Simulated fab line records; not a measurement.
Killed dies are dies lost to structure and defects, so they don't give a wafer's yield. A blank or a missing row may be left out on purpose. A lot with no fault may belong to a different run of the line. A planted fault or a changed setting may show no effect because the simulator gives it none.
Which tool did it? :: flow berkeleyCmos170 :: 42 wafers sampled from 14 lots at 1 step of a route of 331

## WHAT THE GAUGES READ, wafer by wafer
No reading from a measuring or inspecting step in the record can be judged against a usual standard deviation.

## TOOL THAT RAN EACH LOT (tool first, then ch and the chambers of the sampled wafers, then the start)
lot: L582
UCB170_PVT_IMPLANT_07: implanter-01 ch 0, day 7 05:25

lot: L583
UCB170_PVT_IMPLANT_07: implanter-04 ch 0, day 7 06:32

lot: L581
UCB170_PVT_IMPLANT_07: implanter-02 ch 0, day 7 07:16

lot: L586
UCB170_PVT_IMPLANT_07: implanter-02 ch 0, day 8 14:34

lot: L587
UCB170_PVT_IMPLANT_07: implanter-04 ch 0, day 8 14:58

lot: L588
UCB170_PVT_IMPLANT_07: implanter-04 ch 0, day 9 00:14

lot: L590
UCB170_PVT_IMPLANT_07: implanter-04 ch 0, day 9 01:13

lot: L592
UCB170_PVT_IMPLANT_07: implanter-04 ch 0, day 9 16:13

lot: L595
UCB170_PVT_IMPLANT_07: implanter-02 ch 0, day 10 05:17

lot: L594
UCB170_PVT_IMPLANT_07: implanter-04 ch 0, day 10 05:19

lot: L596
UCB170_PVT_IMPLANT_07: implanter-02 ch 0, day 10 10:07

lot: L600
UCB170_PVT_IMPLANT_07: implanter-02 ch 0, day 10 19:11

lot: L601
UCB170_PVT_IMPLANT_07: implanter-02 ch 0, day 10 19:56

lot: L602
UCB170_PVT_IMPLANT_07: implanter-02 ch 0, day 11 06:34
- UCB170_PVT_IMPLANT_07

## AS READ BY THE TOOLS THEMSELVES (means over the sampled wafers that have a number; for cases with no such wafer, the mark the record gives instead)
UCB170_PVT_IMPLANT_07. Usual: beamEnergyKeV 30.001, standard deviation 0.0098; doseIonsCm2 2.0001e+12, standard deviation 2e+09.
lot: L582
tool: implanter-01
beamEnergyKeV: 29.992
doseIonsCm2: 1.9990e+12
flag: 

lot: L583
tool: implanter-04
beamEnergyKeV: 29.996
doseIonsCm2: 1.9990e+12
flag: 

lot: L581
tool: implanter-02
beamEnergyKeV: 29.996
doseIonsCm2: 1.9973e+12
flag: 

lot: L586
tool: implanter-02
beamEnergyKeV: 29.985
doseIonsCm2: 1.9990e+12
flag: 

lot: L587
tool: implanter-04
beamEnergyKeV: 30.002
doseIonsCm2: 1.9986e+12
flag: 

lot: L588
tool: implanter-04
beamEnergyKeV: 30.005
doseIonsCm2: 2.0015e+12
flag: 

lot: L590
tool: implanter-04
beamEnergyKeV: 30.006
doseIonsCm2: 2.0018e+12
flag: 

lot: L592
tool: implanter-04
beamEnergyKeV: 29.997
doseIonsCm2: 1.9763e+12
flag: OFF

lot: L595
tool: implanter-02
beamEnergyKeV: 30.003
doseIonsCm2: 2.0025e+12
flag: 

lot: L594
tool: implanter-04
beamEnergyKeV: 30.007
doseIonsCm2: 1.9748e+12
flag: OFF

lot: L596
tool: implanter-02
beamEnergyKeV: 29.983
doseIonsCm2: 2.0000e+12
flag: 

lot: L600
tool: implanter-02
beamEnergyKeV: 30.006
doseIonsCm2: 2.0017e+12
flag: 

lot: L601
tool: implanter-02
beamEnergyKeV: 30.002
doseIonsCm2: 1.9990e+12
flag: 

lot: L602
tool: implanter-02
beamEnergyKeV: 30.012
doseIonsCm2: 2.0010e+12
flag: 

## THE ANSWER, worked out from the rows above alone
Rule: a lot counts as off when the mean over its wafers that have a number is more than 3 standard deviations away from the usual mean. A lot without any number at a reading at which 4 lots or more have one is off too. All remaining lots with rows at the step are treated as sound. Order of review: gauges by route order, followed by the tools' own readings, for which a lot's mean as printed above is used. At the first step where some lot is off, the reading lying furthest off is the one used; lots without a number count as furthest.
Off, at UCB170_PVT_IMPLANT_07 on doseIonsCm2: L592, L594.
If a tool, at that step or one of the process steps before it, ran each lot that is off and ran no sound lot following the first of them, it fits. One fits: implanter-04 at UCB170_PVT_IMPLANT_07. A fault onset in the window from L590 (day 9 01:13, its last sound lot) to L592 (day 9 16:13, its first lot off) fits.
On the lots that are off, the tool's own readings at UCB170_PVT_IMPLANT_07 differ by more than 5 times the standard deviation of the sound lots' means, which bears it out; doseIonsCm2 reads 1.9756e+12 there versus 2.0000e+12 on the sound lots.

## WHAT THE SIMULATOR PUT IN
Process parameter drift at UCB170_PVT_IMPLANT_07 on implanter-04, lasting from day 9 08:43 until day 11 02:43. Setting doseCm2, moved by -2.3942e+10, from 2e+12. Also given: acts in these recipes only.
Struck lots among those shown: L592, L594. The rule above found the same.
